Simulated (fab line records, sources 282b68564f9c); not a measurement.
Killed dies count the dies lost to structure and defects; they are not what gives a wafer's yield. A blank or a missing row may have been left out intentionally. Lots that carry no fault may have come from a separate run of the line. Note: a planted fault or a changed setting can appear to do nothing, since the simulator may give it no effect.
A lot that was struck, set against a sound lot    flow rit_cmos    15 out of 202 route steps
Sound: these wafers, L602.1, L602.2, L602.6. Struck: wafers L605.2, L605.3, L605.5. The cause is given at the end.
Each step with rows lists, per side, the tool, then ch with its chambers, then its first start. Under that, the readings that differ: sound wafers    struck wafers    difference of the means    sigmas: that difference in standard deviations of wafers without a fault.
alike: words and numbers the same on both sides, and readings whose means are apart by under 2 such deviations; not compared: readings that were withheld, readings missing a value for some wafer, numbers with overlapping values and no deviation given by the record, and bounds like >300 which may hide the same value.
The two part at a step that has a row with sigmas, a row that says differs or no value, or rows on one side only. When numbers do not overlap yet have no deviation, they are printed without sigmas and do not part them. A reading that every wafer of one side lacks parts them only if that side has two wafers or more.

first, 1 step without rows for these wafers: RIT_GATE_CVD_08 (deposits poly-Si from SiH4, target thk 250 nm, time 2220 s).
RIT_GATE_THK_MEAS_09:
  struck on film_metro-02, day 5 14:49; sound on film_metro-02, day 4 23:00
  alike: GATE_POLY_THK
then, 6 steps without rows for these wafers: RIT_GATE_HMDS_10 (prime time 60 s); RIT_GATE_COAT_11 (resist thk 850 nm); RIT_GATE_SOFTBAKE_12 (time 60 s); RIT_GATE_EXPOSE_13 (exposes mask M6, target cd 150 nm); RIT_GATE_PEB_14; RIT_GATE_DEVELOP_15 (develop time 50 s).
RIT_GATE_CD_MEAS_16: target cd 150 nm.
  struck on cd_sem-02, day 5 15:52; sound on cd_sem-01, day 5 00:01
  alike: cd_nm
RIT_GATE_OVL_MEAS_17:
  struck on overlay-02, day 5 15:58; sound on overlay-01, day 5 00:08
  alike: GATE_OVL
then, 1 step without rows for these wafers: RIT_GATE_HARDBAKE_18 (time 60 s).
RIT_GATE_ETCH_19: etches poly-Si in SF6/CHF3/O2, stops on SiO2, time 165 s, target depth 312.5 nm.
  sound on rie_si-02 ch 1,2,3, day 5 00:20; struck on rie_si-01 ch 0,2,3, day 5 16:09
  alike: CHF3_flow_sccm, drypump_motor_current_A, oes_product_au, throttle_valve_pct
  not compared: rf_hours_counter_h
RIT_GATE_STRIP_20: strips in O2, time 180 s.
  sound on plasma_asher-02 ch 0,1, day 5 00:26; struck on plasma_asher-02 ch 0,1, day 5 16:16
  no value came back on the struck wafers for chamber_pressure_mTorr (mTorr), drypump_motor_current_A (A), o2_flow_sccm (sccm); on the sound wafers chamber_pressure_mTorr (mTorr) reads 4002 3998 4004
reading                                    sound  struck             difference  sigmas
model.NOVOLAK_of_GATE_COAT_11.thk_nm (nm)  0 0 0  665.5 675.5 662.6  +667.9      
  not compared: rf_hours_counter_h
RIT_GATE_CD_MEAS_90: target cd 150 nm.
  struck on cd_sem-02, day 5 16:28; sound on cd_sem-01, day 5 00:40
  alike: cd_nm
RIT_M1_PROBE_99:
  struck on prober-02, day 6 13:46; sound on prober-01, day 6 00:28
reading              sound  struck                                                                difference                    sigmas
hold                 - - -  await_dispo/4.3h/scrap await_dispo/4.3h/scrap await_dispo/4.3h/scrap  no value on the sound wafers  
killed_at_front_end  6 8 8  264 264 263                                                           +256                          +85
killed_dies          6 8 8  264 264 264                                                           +257                          +86
killed_on_rim        2 3 2  70 70 70                                                              +68                           +48
  alike: killed_at_contacts, killed_open, killed_short

## WHERE THEY PART
Last at RIT_M1_PROBE_99 as far as this record goes, first at RIT_GATE_STRIP_20.

WHY: the cause the simulator had injected
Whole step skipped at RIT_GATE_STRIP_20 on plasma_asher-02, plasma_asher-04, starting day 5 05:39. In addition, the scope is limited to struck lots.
